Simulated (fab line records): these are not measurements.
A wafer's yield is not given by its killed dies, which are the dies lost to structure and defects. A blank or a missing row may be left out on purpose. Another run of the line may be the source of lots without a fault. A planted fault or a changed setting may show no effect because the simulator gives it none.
A lot that was struck, set against a sound lot || flow rit-cmos || 15 steps out of a route of 202
Sound: wafers L931.1, L931.2, L931.5. Wafers L945.3, L945.4, L945.5 were the ones struck. The cause is given at the end.
For every step that has rows: the tool of each side, followed by ch and its chambers, followed by its first start. Under that, the readings that differ: sound wafers || struck wafers || difference of the means || sigmas: that difference in standard deviations of wafers without a fault.
alike: same words and numbers on both sides, and readings whose means sit less than 2 such deviations apart. not compared: any withheld reading, any reading some wafer has no value for, any bound like >300 that may hide the same value, and any number with overlapping values for which the record gives no deviation.
Wherever a step has rows on one side only, a row that says differs or no value, or a row with sigmas, the two part there. Non-overlapping numbers with no deviation appear without sigmas and do not part them. A reading that every wafer of one side lacks parts them only if that side has two wafers or more.

RIT_PSD_TW_MEAS_10:
  sound on film-metro-01 at day 4 03:07; struck on film-metro-01 at day 7 05:50
  alike: PSD_TW
then, 3 steps without rows for these wafers: RIT_SDANNEAL_CLEAN_00 (cleans in SC1, time 600 s); RIT_SDANNEAL_CLEAN_01 (cleans in dHF, time 30 s); RIT_SDANNEAL_CLEAN_02 (cleans in SC2, time 600 s).
RIT_SDANNEAL_RTA_03: time 5 s.
  sound on rtp-anneal-02 ch 0, day 4 03:33; struck on rtp-anneal-02 ch 0, day 7 06:17
  alike: wafer_temp_C_max
RIT_SDANNEAL_RS_MEAS_04: measurement is done with a four-point probe.
  sound on film-metro-03 at day 4 03:37; struck on film-metro-03 at day 7 06:22
  alike: PSD_RS
RIT_SDANNEAL_RS_MEAS_05: measurement is done with a four-point probe.
  sound on film-metro-03 at day 4 03:44; struck on film-metro-03 at day 7 06:29
  alike: NSD_RS
RIT_SDANNEAL_RS_MEAS_06: measurement is done with a four-point probe.
  sound on film-metro-03 at day 4 03:51; struck on film-metro-03 at day 7 06:36
  alike: PLDD_RS
RIT_SDANNEAL_RS_MEAS_07: measurement is done with a four-point probe.
  sound on film-metro-03 at day 4 03:58; struck on film-metro-03 at day 7 06:43
  alike: NLDD_RS
then, 1 step without rows for these wafers: RIT_SILICIDE_WET_ETCH_00 (etches SiO2 in BOE, target depth 14 nm, time 15 s).
RIT_SILICIDE_SPUTTER_01: material Ti, target thk 30 nm, time 240 s.
  sound on pvd-sputter-02 at day 4 04:06; struck on pvd-sputter-02 at day 7 06:49
  alike: cathode-dc-power-W, throttle-valve-pct
RIT_SILICIDE_RS_MEAS_02: measurement is done with a four-point probe.
  sound on film-metro-01 at day 4 04:15; struck on film-metro-01 at day 7 07:01
  alike: SILICIDE_TI_RS
RIT_SILICIDE_THK_MEAS_03: measures by xrf.
  sound on film-metro-01 at day 4 04:22; struck on film-metro-01 at day 7 07:20
{"reading": "SILICIDE_TI_THK (nm)", "sound": "31.23 31.34 31.62", "struck": "33.03 33.11 33.14", "difference": "+1.70", "sigmas": "+6"}
  not compared: hold
RIT_SILICIDE_RTA_04: time 10 s, ramp up 5 s, ramp down 5 s.
  sound on rtp-anneal-01 ch 0, day 4 04:26; struck on rtp-anneal-01 ch 0, day 7 08:31
{"reading": "hold", "sound": "- - -", "struck": "await-dispo/1.1h/release await-dispo/1.1h/release await-dispo/1.1h/release", "difference": "no value on the sound wafers", "sigmas": ""}
  alike: wafer_temp_C_max
RIT_M1_PROBE_99:
  sound on prober-01 at day 4 11:26; struck on prober-01 at day 7 15:36
  alike: killed-at-contacts, killed-at-front-end, killed-dies, killed-open, killed-short

## WHERE THEY PART
At RIT_SILICIDE_THK_MEAS_03 first; at RIT_SILICIDE_RTA_04 last (within this record only). Later steps at which nothing parts them and some readings are alike: RIT_M1_PROBE_99.

WHY: what the simulator had put in
Metrology matching offset: film-metro-01, from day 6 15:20 on, at RIT_SILICIDE_THK_MEAS_03. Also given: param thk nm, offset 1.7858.
